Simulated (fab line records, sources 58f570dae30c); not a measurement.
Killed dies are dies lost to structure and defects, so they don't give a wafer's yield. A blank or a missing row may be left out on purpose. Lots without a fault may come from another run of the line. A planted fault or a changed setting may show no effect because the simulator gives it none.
Which tool did it? | flow berkeley_cmos170 | 7 lots, 21 wafers sampled, at 3 steps of a route of 331

WHAT THE GAUGES READ, wafer by wafer
UCB170_PFIELD_TW_MEAS_09.
lot  | measured    | on            | PFIELD_TW
L855 | day 4 05:50 | film_metro-01 | 598 596 594
L858 | day 5 05:58 | film_metro-04 | 602 601 597
L866 | day 6 12:32 | film_metro-01 | 591 593 592
L869 | day 7 21:39 | film_metro-04 | 597 595 599
L872 | day 8 12:26 | film_metro-02 | 603 603 603
L875 | day 8 17:34 | film_metro-04 | 600 597 599
L876 | day 9 00:26 | film_metro-02 | 606 606 607

WHICH TOOL RAN EACH LOT (tool, then ch and the chambers of the sampled wafers, then the start)
lot  | UCB170_PFIELD_COAT_01            | UCB170_PFIELD_STRIP_08
L855 | litho_track-04 ch 0, day 4 04:25 | plasma_asher-04 ch 0,1, day 4 05:44
L858 | litho_track-04 ch 0, day 5 04:27 | plasma_asher-02 ch 0,1, day 5 05:52
L866 | litho_track-02 ch 0, day 6 11:36 | plasma_asher-04 ch 0,1, day 6 12:26
L869 | litho_track-02 ch 0, day 7 20:34 | plasma_asher-02 ch 1, day 7 21:32
L872 | litho_track-02 ch 0, day 8 11:29 | plasma_asher-01 ch 1, day 8 12:20
L875 | litho_track-02 ch 0, day 8 16:29 | plasma_asher-02 ch 0,1, day 8 17:28
L876 | litho_track-04 ch 0, day 8 23:05 | plasma_asher-04 ch 0,1, day 9 00:20
- UCB170_PFIELD_COAT_01: resist thk 900 nm.
- UCB170_PFIELD_STRIP_08: strips in O2.

THE ANSWER, worked out from the rows above alone
Rule: what is usual is taken from the lots themselves. Put in order of their means at a reading, lots are off if they are a third of the lots or fewer, leave a main group of 4 or more, and stand apart from it by a gap of 3 or more times the standard deviation of the main group's means; of several such gaps the widest counts. A main group whose means are all the same, to the digits that the tables above print for the reading, isn't used. A lot without any number at a reading at which 4 lots or more have one is off too. The other lots that the step has rows for count as sound.
No lot is off at any reading shown: from this, nothing can be told.

WHAT THE SIMULATOR HAD PUT IN
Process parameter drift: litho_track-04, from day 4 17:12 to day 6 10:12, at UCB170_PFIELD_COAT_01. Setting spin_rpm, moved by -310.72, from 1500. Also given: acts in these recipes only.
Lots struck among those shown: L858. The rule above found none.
